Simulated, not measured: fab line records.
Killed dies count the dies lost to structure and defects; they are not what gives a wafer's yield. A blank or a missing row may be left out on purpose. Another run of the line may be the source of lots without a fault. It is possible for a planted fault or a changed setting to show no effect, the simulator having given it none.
fab line records ; flow berkeleyCmos170
record: lots: 5; wafers: 23
route steps=331 shown START@3 NWELL@18 PWELL@36 ACTIVE@65 PFIELD@86 FIELD@90 NVT@105
startH: the number of hours between the record's first day and the start of the first shown wafer of the lot ; waitH: hours from the lot's prior step to this one ; " same as the row above ; L1.1+2: several wafers, shown together as one row ; - value missing, or start not given ; * or withheld: withheld ; < > ~ a bound
route shown NAME@n: names a module that has steps shown in the file, with the first one's number in the route ; usual: average and standard deviation across the fault-free wafers ; same: alike in all rows ; chamber/n: place in a boat ; sites: per-site readings ; _std_site: their standard deviation ; _edge_site: outer sites' mean less inner sites' ; radiusMm: how far each site lies from the wafer's centre ; mask NAME#n: copy n ; behind: the most recent tool/chamber to have shaped the wafer ; hold: reason for holding the lot/hours on hold/outcome of the hold ; device: which transistor (n, p or np) failed to switch ; end of line: the route-end tests of the same wafers ; for a step that has no rows: nothing shown but its recipe ; killed: count of dies lost to structure and defects at first sort (not the wafer's yield) ; map: dies across one wafer; x = killed, . = not, _ = none there
set.NAME: the setting the step ran with; set.NAME@STEP: the setting that earlier step ran with ; model.NAME: the simulator's own value behind a step, which no gauge read
lots with deliberately changed settings; one table per step, one row per wafer
== steps ==
step: UCB170_START_OXIDATION_02
recipe: tempC: 950; ambient: O2; targetThkA: 200; oxTimeS: 1800
lot.wafer;tool;chamber;startH;waitH;set.oxTimeS;model.SiO2_of_START_OXIDATION_02.thkNm
L076.1;-;-;-;1.0;1800;19.92
L076.2;-;-;-;1.0;1800;20.14
L076.3;-;-;-;1.0;1800;19.74
L076.4;-;-;-;1.0;1800;19.82
L076.6;-;-;-;1.0;1800;20.02
L077.1;furnace-02;0;27.78;2.6;1800;19.84
L077.4;furnace-02;0;27.78;2.6;1800;19.71
L077.5;furnace-02;0;27.78;2.6;1800;19.91
L079.1;-;-;-;0.2;1575;18.4
L079.2;-;-;-;0.2;1575;18.84
L079.3;-;-;-;0.2;1575;18.39
L079.4;-;-;-;0.2;1575;18.45
L079.6;-;-;-;0.2;1575;18.29
L080.1;-;-;-;2.2;1922;20.34
L080.2;-;-;-;2.2;1922;20.41
L080.3;-;-;-;2.2;1922;20.5
L080.4;-;-;-;2.2;1922;20.25
L080.5;-;-;-;2.2;1922;20.68
L082.1;-;-;-;0.0;1673;19.09
L082.2;-;-;-;0.0;1673;18.87
L082.4;-;-;-;0.0;1673;19.37
L082.5;-;-;-;0.0;1673;18.89
L082.6;-;-;-;0.0;1673;18.94
step: UCB170_START_THK_MEAS_03
recipe: reads: SiO2_of_START_OXIDATION_02
usual: START_OXIDE_THK: 19.82/0.27
lot.wafer;tool;chamber;startH;waitH;set.oxTimeS@START_OXIDATION_02;START_OXIDE_THK[nm]
L076.1;filmMetro-01;-;-;-;1800;19.95
L076.2;filmMetro-01;-;-;-;1800;20.18
L076.3;filmMetro-01;-;-;-;1800;19.73
L076.4;filmMetro-01;-;-;-;1800;19.81
L076.6;filmMetro-01;-;-;-;1800;20.05
L077.1;filmMetro-04;-;29.28;0.0;1800;19.84
L077.4;filmMetro-04;-;29.28;0.0;1800;19.66
L077.5;filmMetro-04;-;29.28;0.0;1800;19.99
L079.1;filmMetro-03;-;-;-;1575;18.43
L079.2;filmMetro-03;-;-;-;1575;18.81
L079.3;filmMetro-03;-;-;-;1575;18.39
L079.4;filmMetro-03;-;-;-;1575;18.41
L079.6;filmMetro-03;-;-;-;1575;18.27
L080.1;filmMetro-01;-;-;-;1922;20.33
L080.2;filmMetro-01;-;-;-;1922;20.39
L080.3;filmMetro-01;-;-;-;1922;20.52
L080.4;filmMetro-01;-;-;-;1922;20.26
L080.5;filmMetro-01;-;-;-;1922;20.68
L082.1;filmMetro-01;-;-;-;1673;19.12
L082.2;filmMetro-01;-;-;-;1673;18.87
L082.4;filmMetro-01;-;-;-;1673;19.38
L082.5;filmMetro-01;-;-;-;1673;18.86
L082.6;filmMetro-01;-;-;-;1673;18.94
step: UCB170_NWELL_CVD_04
recipe: material: Si3N4; targetThkNm: 224; tempC: 800; precursor: SiH2Cl2/NH3; timeS: 3360; pressureMtorr: 200; sih2cl2FlowSccm: 25; nh3FlowSccm: 75
lot.wafer;tool;chamber;startH;waitH;set.timeS;model.Si3N4_of_NWELL_CVD_04.thkNm
L076.1;-;-;-;0.0;3360;226.9
L076.2;-;-;-;0.0;3360;226.1
L076.3;-;-;-;0.0;3360;226.4
L076.4;-;-;-;0.0;3360;226.5
L076.6;-;-;-;0.0;3360;225.9
L077.1;lpcvd-02;0;42.26;1.2;3360;224.1
L077.4;lpcvd-02;0;42.26;1.2;3360;223.3
L077.5;lpcvd-02;0;42.26;1.2;3360;223.5
L079.1;-;-;-;0.8;3360;226.7
L079.2;-;-;-;0.8;3360;227.1
L079.3;-;-;-;0.8;3360;226.6
L079.4;-;-;-;0.8;3360;225.3
L079.6;-;-;-;0.8;3360;223.6
L080.1;-;-;-;0.0;3188;213.3
L080.2;-;-;-;0.0;3188;215.3
L080.3;-;-;-;0.0;3188;214.8
L080.4;-;-;-;0.0;3188;214.3
L080.5;-;-;-;0.0;3188;212.1
L082.1;-;-;-;0.5;3778;250.9
L082.2;-;-;-;0.5;3778;250.6
L082.4;-;-;-;0.5;3778;250.8
L082.5;-;-;-;0.5;3778;251.6
L082.6;-;-;-;0.5;3778;252.2
step: UCB170_NWELL_THK_MEAS_05
recipe: reads: Si3N4_of_NWELL_CVD_04
usual: NWELL_NITRIDE_THK: 223.8/2.2
lot.wafer;tool;chamber;startH;waitH;set.timeS@NWELL_CVD_04;NWELL_NITRIDE_THK[nm]
L076.1;filmMetro-04;-;-;-;3360;226.9
L076.2;filmMetro-04;-;-;-;3360;226.1
L076.3;filmMetro-04;-;-;-;3360;226.5
L076.4;filmMetro-04;-;-;-;3360;226.5
L076.6;filmMetro-04;-;-;-;3360;226.0
L077.1;filmMetro-02;-;45.16;0.0;3360;224.1
L077.4;filmMetro-02;-;45.16;0.0;3360;223.2
L077.5;filmMetro-02;-;45.16;0.0;3360;223.3
L079.1;filmMetro-02;-;-;-;3360;226.6
L079.2;filmMetro-02;-;-;-;3360;227.2
L079.3;filmMetro-02;-;-;-;3360;226.6
L079.4;filmMetro-02;-;-;-;3360;225.4
L079.6;filmMetro-02;-;-;-;3360;223.7
L080.1;filmMetro-04;-;-;-;3188;213.4
L080.2;filmMetro-04;-;-;-;3188;215.2
L080.3;filmMetro-04;-;-;-;3188;214.8
L080.4;filmMetro-04;-;-;-;3188;214.2
L080.5;filmMetro-04;-;-;-;3188;212.3
L082.1;filmMetro-02;-;-;-;3778;251.2
L082.2;filmMetro-02;-;-;-;3778;250.5
L082.4;filmMetro-02;-;-;-;3778;250.5
L082.5;filmMetro-02;-;-;-;3778;251.6
L082.6;filmMetro-02;-;-;-;3778;252.2
step: UCB170_NWELL_HMDS_06
recipe: primeTimeS: 60; primeTempC: 100
step: UCB170_NWELL_COAT_07
recipe: resist: KrF; spinRpm: 1500; resistThkNm: 900
step: UCB170_NWELL_DEVELOP_11
recipe: developer: TMAH; developTimeS: 45; resist: KrF; devTempC: 21
step: UCB170_NWELL_ETCH_13
recipe: chemistry: CH3F/Ar/O2; target: Si3N4; stopOn: SiO2; CH3F_flow_sccm: 20; Ar_flow_sccm: 50; O2_flow_sccm: 7; pressureMtorr: 50; rfW: 450; targetDepthA: 2464; overEtchFrac: 0.1; timeS: 154
lot.wafer;tool;chamber;startH;waitH;set.timeS@NWELL_CVD_04;model.etch.depthNm
L076.1;rieDiel-04;1;40.00;0.0;3360;226.9
L076.2;rieDiel-04;3;40.00;0.0;3360;226.1
L076.3;rieDiel-04;2;40.00;0.0;3360;226.4
L076.4;rieDiel-04;3;40.00;0.0;3360;226.5
L076.6;rieDiel-04;2;40.00;0.0;3360;225.9
L077.1;rieDiel-01;0;46.56;0.0;3360;224.1
L077.4;rieDiel-01;3;46.56;0.0;3360;223.3
L077.5;rieDiel-01;2;46.56;0.0;3360;223.5
L079.1;rieDiel-04;1;50.69;0.0;3360;226.7
L079.2;rieDiel-04;2;50.69;0.0;3360;227.1
L079.3;rieDiel-04;3;50.69;0.0;3360;226.6
L079.4;rieDiel-04;3;50.69;0.0;3360;225.3
L079.6;rieDiel-04;2;50.69;0.0;3360;223.6
L080.1;rieDiel-01;0;57.45;0.0;3188;213.3
L080.2;rieDiel-01;2;57.45;0.0;3188;215.3
L080.3;rieDiel-01;3;57.45;0.0;3188;214.8
L080.4;rieDiel-01;2;57.45;0.0;3188;214.3
L080.5;rieDiel-01;3;57.45;0.0;3188;212.1
L082.1;rieDiel-02;3;67.51;0.0;3778;244.8
L082.2;rieDiel-02;1;67.51;0.0;3778;243.7
L082.4;rieDiel-02;2;67.51;0.0;3778;247.5
L082.5;rieDiel-02;2;67.51;0.0;3778;248.6
L082.6;rieDiel-02;1;67.51;0.0;3778;243.6
step: UCB170_PWELL_OXIDATION_02
recipe: tempC: 1000; ambient: O2; targetThkA: 264; oxTimeS: 1260
lot.wafer;tool;chamber;startH;waitH;set.tempC;model.SiO2_of_PWELL_OXIDATION_02.thkNm
L076.1;-;-;-;2.2;1000;25.78
L076.2;-;-;-;2.2;1000;25.54
L076.3;-;-;-;2.2;1000;25.71
L076.4;-;-;-;2.2;1000;25.36
L076.6;-;-;-;2.2;1000;25.48
L077.1;furnace-03;0;53.21;1.1;1000;25.37
L077.4;furnace-03;0;53.21;1.1;1000;25.55
L077.5;furnace-03;0;53.21;1.1;1000;25.62
L079.1;-;-;-;2.2;977.7;21.15
L079.2;-;-;-;2.2;977.7;21.3
L079.3;-;-;-;2.2;977.7;21.61
L079.4;-;-;-;2.2;977.7;21.2
L079.6;-;-;-;2.2;977.7;21.63
L080.1;-;-;-;1.0;1027;33.19
L080.2;-;-;-;1.0;1027;33.11
L080.3;-;-;-;1.0;1027;32.93
L080.4;-;-;-;1.0;1027;32.81
L080.5;-;-;-;1.0;1027;33.12
L082.1;-;-;-;1.3;1015;28.9
L082.2;-;-;-;1.3;1015;28.83
L082.4;-;-;-;1.3;1015;29.55
L082.5;-;-;-;1.3;1015;29.11
L082.6;-;-;-;1.3;1015;29.65
step: UCB170_PWELL_THK_MEAS_03
recipe: reads: SiO2_of_PWELL_OXIDATION_02
usual: PWELL_OXIDE_THK: 26.0/0.57
lot.wafer;tool;chamber;startH;waitH;set.tempC@PWELL_OXIDATION_02;PWELL_OXIDE_THK[nm]
L076.1;filmMetro-01;-;-;-;1000;25.8
L076.2;filmMetro-01;-;-;-;1000;25.5
L076.3;filmMetro-01;-;-;-;1000;25.7
L076.4;filmMetro-01;-;-;-;1000;25.4
L076.6;filmMetro-01;-;-;-;1000;25.5
L077.1;filmMetro-02;-;54.56;0.0;1000;25.4
L077.4;filmMetro-02;-;54.56;0.0;1000;25.6
L077.5;filmMetro-02;-;54.56;0.0;1000;25.6
L079.1;filmMetro-01;-;-;-;977.7;21.2
L079.2;filmMetro-01;-;-;-;977.7;21.3
L079.3;filmMetro-01;-;-;-;977.7;21.6
L079.4;filmMetro-01;-;-;-;977.7;21.2
L079.6;filmMetro-01;-;-;-;977.7;21.7
L080.1;filmMetro-03;-;-;-;1027;33.2
L080.2;filmMetro-03;-;-;-;1027;33.1
L080.3;filmMetro-03;-;-;-;1027;32.9
L080.4;filmMetro-03;-;-;-;1027;32.8
L080.5;filmMetro-03;-;-;-;1027;33.1
L082.1;filmMetro-02;-;-;-;1015;28.9
L082.2;filmMetro-02;-;-;-;1015;28.8
L082.4;filmMetro-02;-;-;-;1015;29.6
L082.5;filmMetro-02;-;-;-;1015;29.1
L082.6;filmMetro-02;-;-;-;1015;29.7
step: UCB170_PWELL_IMPLANT_15
recipe: species: B; doseCm2: 5e+12; energyKev: 60; tiltDeg: 7
lot.wafer;tool;chamber;startH;waitH;set.energyKev;model.implant.rpNm;model.implant.drpNm
L076.1+4;implanter-01;0;55.56;0.1;60;188.4;64.7
L076.2+3+6;implanter-01;0;55.56;0.1;57.7;181.8;63.36
L077.1+4+5;implanter-02;0;61.00;0.1;60;190.2;64.7
L079.1+6;implanter-04;0;66.98;0.1;58.95;195.2;64.09
L079.2+3+4;implanter-04;0;66.98;0.1;60;198.4;64.7
L080.1+2;implanter-01;0;70.40;0.1;60;190.8;64.7
L080.3+4+5;implanter-01;0;70.40;0.1;56.65;181;62.74
L082.1+2+4+5+6;implanter-04;0;86.10;0.1;60;188.9;64.7
step: UCB170_ACTIVE_CVD_05
recipe: material: Si3N4; targetThkNm: 220; tempC: 800; precursor: SiH2Cl2/NH3; timeS: 3300; pressureMtorr: 200; sih2cl2FlowSccm: 25; nh3FlowSccm: 75
lot.wafer;tool;chamber;startH;waitH;set.timeS;model.Si3N4_of_ACTIVE_CVD_05.thkNm
L076.1;-;-;-;0.0;3681;242.9
L076.2;-;-;-;0.0;3681;242.2
L076.3;-;-;-;0.0;3681;243.6
L076.4;-;-;-;0.0;3681;242.4
L076.6;-;-;-;0.0;3681;242.8
L077.1;lpcvd-02;0;77.51;0.0;3300;223.3
L077.4;lpcvd-02;0;77.51;0.0;3300;220.5
L077.5;lpcvd-02;0;77.51;0.0;3300;222.8
L079.1;-;-;-;0.0;3556;236.6
L079.2;-;-;-;0.0;3556;237.8
L079.3+6;-;-;-;0.0;3556;237.4
L079.4;-;-;-;0.0;3556;236.9
L080.1;-;-;-;1.4;3425;228
L080.2;-;-;-;1.4;3425;225.7
L080.3;-;-;-;1.4;3425;229.4
L080.4;-;-;-;1.4;3425;225.5
L080.5;-;-;-;1.4;3425;228.3
L082.1;-;-;-;0.0;3509;234.2
L082.2;-;-;-;0.0;3509;233.7
L082.4;-;-;-;0.0;3509;234.7
L082.5;-;-;-;0.0;3509;234
L082.6;-;-;-;0.0;3509;232.8
step: UCB170_ACTIVE_THK_MEAS_06
recipe: reads: Si3N4_of_ACTIVE_CVD_05
usual: ACTIVE_NITRIDE_THK: 220.4/1.9
lot.wafer;tool;chamber;startH;waitH;set.timeS@ACTIVE_CVD_05;ACTIVE_NITRIDE_THK[nm]
L076.1;filmMetro-01;-;-;-;3681;242.7
L076.2;filmMetro-01;-;-;-;3681;242.2
L076.3;filmMetro-01;-;-;-;3681;243.5
L076.4;filmMetro-01;-;-;-;3681;242.4
L076.6;filmMetro-01;-;-;-;3681;242.7
L077.1;filmMetro-01;-;79.50;0.1;3300;223.4
L077.4;filmMetro-01;-;79.50;0.1;3300;220.4
L077.5;filmMetro-01;-;79.50;0.1;3300;222.8
L079.1;filmMetro-01;-;-;-;3556;236.7
L079.2;filmMetro-01;-;-;-;3556;237.6
L079.3;filmMetro-01;-;-;-;3556;237.3
L079.4;filmMetro-01;-;-;-;3556;236.9
L079.6;filmMetro-01;-;-;-;3556;237.2
L080.1;filmMetro-01;-;-;-;3425;228.1
L080.2;filmMetro-01;-;-;-;3425;225.7
L080.3;filmMetro-01;-;-;-;3425;229.6
L080.4;filmMetro-01;-;-;-;3425;225.4
L080.5;filmMetro-01;-;-;-;3425;228.1
L082.1;filmMetro-04;-;-;-;3509;234.1
L082.2;filmMetro-04;-;-;-;3509;233.6
L082.4;filmMetro-04;-;-;-;3509;234.6
L082.5;filmMetro-04;-;-;-;3509;234.1
L082.6;filmMetro-04;-;-;-;3509;232.7
step: UCB170_ACTIVE_SOFTBAKE_09
recipe: resist: KrF; tempC: 130; timeS: 60
lot.wafer;tool;chamber;startH;waitH;set.timeS
L076.1+2;lithoTrack-01;0;80.12;0.1;66.22
L076.3+4+6;lithoTrack-01;0;80.12;0.1;60
L077.1+4+5;lithoTrack-04;0;80.23;0.1;60
L079.1+2;lithoTrack-03;0;91.35;0.1;60
L079.3+4+6;lithoTrack-03;0;91.35;0.1;55.49
L080.1+2+3+4+5;lithoTrack-01;0;98.53;0.1;60
L082.1+2+4+5+6;lithoTrack-04;0;110.89;0.1;60
step: UCB170_ACTIVE_EXPOSE_10
recipe: maskId: ACTIVE; targetCdNm: 1200; na: 0.5; sigmaOuter: 0.6; sourceShape: conventional; doseMj: 20
step: UCB170_ACTIVE_PEB_11
recipe: pebTempC: 130; pebTimeS: withheld; resist: KrF
step: UCB170_ACTIVE_ETCH_15
recipe: chemistry: CH3F/Ar/O2; target: Si3N4; stopOn: SiO2; CH3F_flow_sccm: 20; Ar_flow_sccm: 50; O2_flow_sccm: 7; pressureMtorr: 50; rfW: 450; targetDepthA: 2420; overEtchFrac: 0.1; timeS: 151
lot.wafer;tool;chamber;startH;waitH;set.timeS@ACTIVE_CVD_05;model.etch.depthNm
L076.1;rieDiel-02;3;80.94;0.0;3681;240.8
L076.2;rieDiel-02;2;80.94;0.0;3681;242.2
L076.3;rieDiel-02;1;80.94;0.0;3681;242.3
L076.4;rieDiel-02;2;80.94;0.0;3681;242.4
L076.6;rieDiel-02;1;80.94;0.0;3681;241.9
L077.1;rieDiel-03;3;81.18;0.0;3300;223.3
L077.4;rieDiel-03;0;81.18;0.0;3300;220.5
L077.5;rieDiel-03;2;81.18;0.0;3300;222.8
L079.1;rieDiel-03;3;92.41;0.0;3556;236.6
L079.2;rieDiel-03;0;92.41;0.0;3556;237.8
L079.3+6;rieDiel-03;2,3;92.41;0.0;3556;237.4
L079.4;rieDiel-03;1;92.41;0.0;3556;236.9
L080.1;rieDiel-03;0;99.75;0.0;3425;228
L080.2;rieDiel-03;2;99.75;0.0;3425;225.7
L080.3;rieDiel-03;2;99.75;0.0;3425;229.4
L080.4;rieDiel-03;0;99.75;0.0;3425;225.5
L080.5;rieDiel-03;2;99.75;0.0;3425;228.3
L082.1;rieDiel-03;1;111.73;0.0;3509;234.2
L082.2;rieDiel-03;2;111.73;0.0;3509;233.7
L082.4;rieDiel-03;1;111.73;0.0;3509;234.7
L082.5;rieDiel-03;2;111.73;0.0;3509;234
L082.6;rieDiel-03;1;111.73;0.0;3509;232.8
step: UCB170_PFIELD_IMPLANT_07
recipe: species: B; doseCm2: 2e+13; energyKev: 80; tiltDeg: 7
lot.wafer;tool;chamber;startH;waitH;set.doseCm2
L076.1+4+6;implanter-01;0;83.24;0.0;2e+13
L076.2+3;implanter-01;0;83.24;0.0;1.866e+13
L077.1+4+5;implanter-03;0;83.79;0.0;2e+13
L079.1+3+6;implanter-04;0;94.55;0.0;2e+13
L079.2+4;implanter-04;0;94.55;0.0;1.873e+13
L080.1+4+5;implanter-03;0;102.57;0.0;2e+13
L080.2+3;implanter-03;0;102.57;0.0;2.041e+13
L082.1+2+4;implanter-03;0;113.31;0.0;2.106e+13
L082.5+6;implanter-03;0;113.31;0.0;2e+13
step: UCB170_PFIELD_STRIP_08
recipe: chemistry: O2; powerW: 400; pressureMtorr: 3500; platenTempC: withheld; o2FlowSccm: 400; overashFraction: 0.5
step: UCB170_PFIELD_TW_MEAS_09
usual: PFIELD_TW: 601/4.9
lot.wafer;tool;chamber;startH;waitH;set.doseCm2@PFIELD_IMPLANT_07;PFIELD_TW
L076.1;filmMetro-04;-;83.49;0.1;2e+13;600
L076.2;filmMetro-04;-;83.49;0.1;1.866e+13;582
L076.3;filmMetro-04;-;83.49;0.1;1.866e+13;583
L076.4;filmMetro-04;-;83.49;0.1;2e+13;597
L076.6;filmMetro-04;-;83.49;0.1;2e+13;596
L077.1;filmMetro-03;-;84.04;0.1;2e+13;603
L077.4;filmMetro-03;-;84.04;0.1;2e+13;603
L077.5;filmMetro-03;-;84.04;0.1;2e+13;603
L079.1;filmMetro-04;-;94.80;0.1;2e+13;600
L079.2;filmMetro-04;-;94.80;0.1;1.873e+13;585
L079.3;filmMetro-04;-;94.80;0.1;2e+13;599
L079.4;filmMetro-04;-;94.80;0.1;1.873e+13;589
L079.6;filmMetro-04;-;94.80;0.1;2e+13;599
L080.1;filmMetro-03;-;102.82;0.1;2e+13;597
L080.2;filmMetro-03;-;102.82;0.1;2.041e+13;606
L080.3;filmMetro-03;-;102.82;0.1;2.041e+13;602
L080.4;filmMetro-03;-;102.82;0.1;2e+13;598
L080.5;filmMetro-03;-;102.82;0.1;2e+13;598
L082.1;filmMetro-03;-;113.56;0.1;2.106e+13;612
L082.2;filmMetro-03;-;113.56;0.1;2.106e+13;608
L082.4;filmMetro-03;-;113.56;0.1;2.106e+13;604
L082.5;filmMetro-03;-;113.56;0.1;2e+13;601
L082.6;filmMetro-03;-;113.56;0.1;2e+13;600
step: UCB170_FIELD_OXIDATION_01
recipe: tempC: 1000; ambient: H2O; pH2oTorr: 584.62; targetThkA: 5583; oxTimeS: 7200
lot.wafer;tool;chamber;startH;waitH;set.oxTimeS;model.SiO2_of_FIELD_OXIDATION_01.thkNm
L076.1;-;-;-;1.1;6585;520.7
L076.2;-;-;-;1.1;6585;526.1
L076.3;-;-;-;1.1;6585;519.3
L076.4;-;-;-;1.1;6585;525.7
L076.6;-;-;-;1.1;6585;514.9
L077.1;furnace-01;0;84.65;0.2;7200;553.1
L077.4;furnace-01;0;84.65;0.2;7200;551.9
L077.5;furnace-01;0;84.65;0.2;7200;545.3
L079.1;-;-;-;2.9;7200;559.4
L079.2;-;-;-;2.9;7200;554.1
L079.3;-;-;-;2.9;7200;552.6
L079.4;-;-;-;2.9;7200;553.5
L079.6;-;-;-;2.9;7200;556.4
L080.1;-;-;-;2.1;6776;527.8
L080.2;-;-;-;2.1;6776;529.9
L080.3;-;-;-;2.1;6776;530.1
L080.4;-;-;-;2.1;6776;535.3
L080.5;-;-;-;2.1;6776;529.6
L082.1;-;-;-;1.0;6807;521.8
L082.2;-;-;-;1.0;6807;535.8
L082.4;-;-;-;1.0;6807;531.3
L082.5;-;-;-;1.0;6807;532.8
L082.6;-;-;-;1.0;6807;519.3
step: UCB170_NVT_COAT_01
recipe: resist: KrF; spinRpm: 1500; resistThkNm: 900
lot.wafer;tool;chamber;startH;waitH;set.spinRpm;model.KrF_of_NVT_COAT_01.thkNm
L076.1;lithoTrack-03;0;105.22;0.1;1500;902.6
L076.2;lithoTrack-03;0;105.22;0.1;1500;901.9
L076.3;lithoTrack-03;0;105.22;0.1;1500;901.7
L076.4;lithoTrack-03;0;105.22;0.1;1500;901.3
L076.6;lithoTrack-03;0;105.22;0.1;1500;901
L077.1;lithoTrack-02;0;105.25;0.1;1500;896.6
L077.4;lithoTrack-02;0;105.25;0.1;1500;897.3
L077.5;lithoTrack-02;0;105.25;0.1;1500;898
L079.1;lithoTrack-03;0;119.28;0.1;1558;887.8
L079.2;lithoTrack-03;0;119.28;0.1;1500;902.9
L079.3;lithoTrack-03;0;119.28;0.1;1558;887.6
L079.4;lithoTrack-03;0;119.28;0.1;1558;885.5
L079.6;lithoTrack-03;0;119.28;0.1;1500;905
L080.1+2;lithoTrack-02;0;128.34;0.1;1500;899.3
L080.3;lithoTrack-02;0;128.34;0.1;1541;886.6
L080.4;lithoTrack-02;0;128.34;0.1;1541;887.5
L080.5;lithoTrack-02;0;128.34;0.1;1500;900.3
L082.1;lithoTrack-02;0;133.79;0.1;1439;917.4
L082.2;lithoTrack-02;0;133.79;0.1;1500;896.6
L082.4;lithoTrack-02;0;133.79;0.1;1439;917.7
L082.5;lithoTrack-02;0;133.79;0.1;1500;897.6
L082.6;lithoTrack-02;0;133.79;0.1;1439;916.7
step: UCB170_NVT_IMPLANT_07
recipe: species: BF2; doseCm2: 3e+12; energyKev: 50; tiltDeg: 7
lot.wafer;tool;chamber;startH;waitH;set.doseCm2
L076.1+6;implanter-02;0;106.07;0.0;3e+12
L076.2+3+4;implanter-02;0;106.07;0.0;3.092e+12
L077.1+4+5;implanter-01;0;106.32;0.0;3e+12
L079.1+4;implanter-01;0;120.42;0.0;3e+12
L079.2+3+6;implanter-01;0;120.42;0.0;2.926e+12
L080.1+3+4;implanter-03;0;129.07;0.0;3e+12
L080.2+5;implanter-03;0;129.07;0.0;2.915e+12
L082.1+5;implanter-03;0;135.05;0.0;3e+12
L082.2+4+6;implanter-03;0;135.05;0.0;3.157e+12
step: UCB170_NVT_STRIP_08
recipe: chemistry: O2; powerW: 400; pressureMtorr: 3500; platenTempC: withheld; o2FlowSccm: 400; overashFraction: 0.5
usual: stripTimeToEndpointS: 21.65/0.058
lot.wafer;tool;chamber;startH;waitH;set.spinRpm@NVT_COAT_01;stripTimeToEndpointS
L076.1;plasmaAsher-03;0;106.22;0.1;1500;21.71
L076.2;plasmaAsher-03;1;106.22;0.1;1500;21.67
L076.3;plasmaAsher-03;1;106.22;0.1;1500;21.67
L076.4;plasmaAsher-03;0;106.22;0.1;1500;21.65
L076.6;plasmaAsher-03;1;106.22;0.1;1500;21.64
L077.1;plasmaAsher-02;1;106.47;0.1;1500;21.54
L077.4;plasmaAsher-02;1;106.47;0.1;1500;21.57
L077.5;plasmaAsher-02;0;106.47;0.1;1500;21.58
L079.1;plasmaAsher-02;1;120.57;0.1;1558;21.34
L079.2;plasmaAsher-02;0;120.57;0.1;1500;21.72
L079.3;plasmaAsher-02;0;120.57;0.1;1558;21.33
L079.4;plasmaAsher-02;1;120.57;0.1;1558;21.28
L079.6;plasmaAsher-02;1;120.57;0.1;1500;21.74
L080.1;plasmaAsher-03;0;129.22;0.1;1500;21.62
L080.2;plasmaAsher-03;1;129.22;0.1;1500;21.61
L080.3;plasmaAsher-03;0;129.22;0.1;1541;21.31
L080.4;plasmaAsher-03;1;129.22;0.1;1541;21.32
L080.5;plasmaAsher-03;1;129.22;0.1;1500;21.63
L082.1;plasmaAsher-02;0;135.20;0.1;1439;22.04
L082.2;plasmaAsher-02;1;135.20;0.1;1500;21.56
L082.4;plasmaAsher-02;0;135.20;0.1;1439;22.04
L082.5;plasmaAsher-02;0;135.20;0.1;1500;21.58
L082.6;plasmaAsher-02;1;135.20;0.1;1439;22.02
step: UCB170_NVT_TW_MEAS_09
usual: NVT_TW: 527/4.1
lot.wafer;tool;chamber;startH;waitH;set.doseCm2@NVT_IMPLANT_07;NVT_TW
L076.1;filmMetro-04;-;106.32;0.1;3e+12;529
L076.2;filmMetro-04;-;106.32;0.1;3.092e+12;536
L076.3;filmMetro-04;-;106.32;0.1;3.092e+12;533
L076.4;filmMetro-04;-;106.32;0.1;3.092e+12;535
L076.6;filmMetro-04;-;106.32;0.1;3e+12;527
L077.1;filmMetro-02;-;106.57;0.1;3e+12;530
L077.4;filmMetro-02;-;106.57;0.1;3e+12;528
L077.5;filmMetro-02;-;106.57;0.1;3e+12;526
L079.1;filmMetro-02;-;120.67;0.1;3e+12;533
L079.2;filmMetro-02;-;120.67;0.1;2.926e+12;530
L079.3;filmMetro-02;-;120.67;0.1;2.926e+12;526
L079.4;filmMetro-02;-;120.67;0.1;3e+12;531
L079.6;filmMetro-02;-;120.67;0.1;2.926e+12;529
L080.1;filmMetro-02;-;129.32;0.1;3e+12;534
L080.2;filmMetro-02;-;129.32;0.1;2.915e+12;529
L080.3;filmMetro-02;-;129.32;0.1;3e+12;532
L080.4;filmMetro-02;-;129.32;0.1;3e+12;532
L080.5;filmMetro-02;-;129.32;0.1;2.915e+12;529
L082.1;filmMetro-03;-;135.30;0.1;3e+12;522
L082.2;filmMetro-03;-;135.30;0.1;3.157e+12;530
L082.4;filmMetro-03;-;135.30;0.1;3.157e+12;529
L082.5;filmMetro-03;-;135.30;0.1;3e+12;522
L082.6;filmMetro-03;-;135.30;0.1;3.157e+12;528
== key ==
split: step: UCB170_START_OXIDATION_02; setting: oxTimeS; stated: 1800; by: lot
response: step: UCB170_START_OXIDATION_02; reading: model.SiO2_of_START_OXIDATION_02.thkNm; change: +0.105; per: 1%; r: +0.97
response: step: UCB170_START_THK_MEAS_03; reading: START_OXIDE_THK; change: +0.105; per: 1%; r: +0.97
split: step: UCB170_NWELL_CVD_04; setting: timeS; stated: 3360; by: lot
response: step: UCB170_NWELL_CVD_04; reading: model.Si3N4_of_NWELL_CVD_04.thkNm; change: +2.1; per: 1%; r: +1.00
response: step: UCB170_NWELL_THK_MEAS_05; reading: NWELL_NITRIDE_THK; change: +2.1; per: 1%; r: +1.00
response: step: UCB170_NWELL_ETCH_13; reading: model.etch.depthNm; change: +1.75; per: 1%; r: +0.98
split: step: UCB170_PWELL_OXIDATION_02; setting: tempC; stated: 1000; by: lot
response: step: UCB170_PWELL_OXIDATION_02; reading: model.SiO2_of_PWELL_OXIDATION_02.thkNm; change: +2.34; per: 1%; r: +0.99
response: step: UCB170_PWELL_THK_MEAS_03; reading: PWELL_OXIDE_THK; change: +2.34; per: 1%; r: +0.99
split: step: UCB170_PWELL_IMPLANT_15; setting: energyKev; stated: 60; by: wafer
response: step: UCB170_PWELL_IMPLANT_15; reading: model.implant.rpNm; change: +1.75; per: 1%; r: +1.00
response: step: UCB170_PWELL_IMPLANT_15; reading: model.implant.drpNm; change: +0.35; per: 1%; r: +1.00
split: step: UCB170_ACTIVE_CVD_05; setting: timeS; stated: 3300; by: lot
response: step: UCB170_ACTIVE_CVD_05; reading: model.Si3N4_of_ACTIVE_CVD_05.thkNm; change: +1.88; per: 1%; r: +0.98
response: step: UCB170_ACTIVE_THK_MEAS_06; reading: ACTIVE_NITRIDE_THK; change: +1.87; per: 1%; r: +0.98
response: step: UCB170_ACTIVE_ETCH_15; reading: model.etch.depthNm; change: +1.8; per: 1%; r: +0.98
split: step: UCB170_ACTIVE_SOFTBAKE_09; setting: timeS; stated: 60; by: wafer
response none clear
split: step: UCB170_PFIELD_IMPLANT_07; setting: doseCm2; stated: 2e+13; by: wafer
response: step: UCB170_PFIELD_TW_MEAS_09; reading: PFIELD_TW; change: +1.95; per: 1%; r: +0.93
split: step: UCB170_FIELD_OXIDATION_01; setting: oxTimeS; stated: 7200; by: lot
response: step: UCB170_FIELD_OXIDATION_01; reading: model.SiO2_of_FIELD_OXIDATION_01.thkNm; change: +3.87; per: 1%; r: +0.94
split: step: UCB170_NVT_COAT_01; setting: spinRpm; stated: 1500; by: wafer
response: step: UCB170_NVT_COAT_01; reading: model.KrF_of_NVT_COAT_01.thkNm; change: -4.67; per: 1%; r: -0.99
response: step: UCB170_NVT_STRIP_08; reading: stripTimeToEndpointS; change: *; per: 1%; r: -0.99
split: step: UCB170_NVT_IMPLANT_07; setting: doseCm2; stated: 3e+12; by: wafer
response: step: UCB170_NVT_TW_MEAS_09; reading: NVT_TW; change: +1.49; per: 1%; r: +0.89
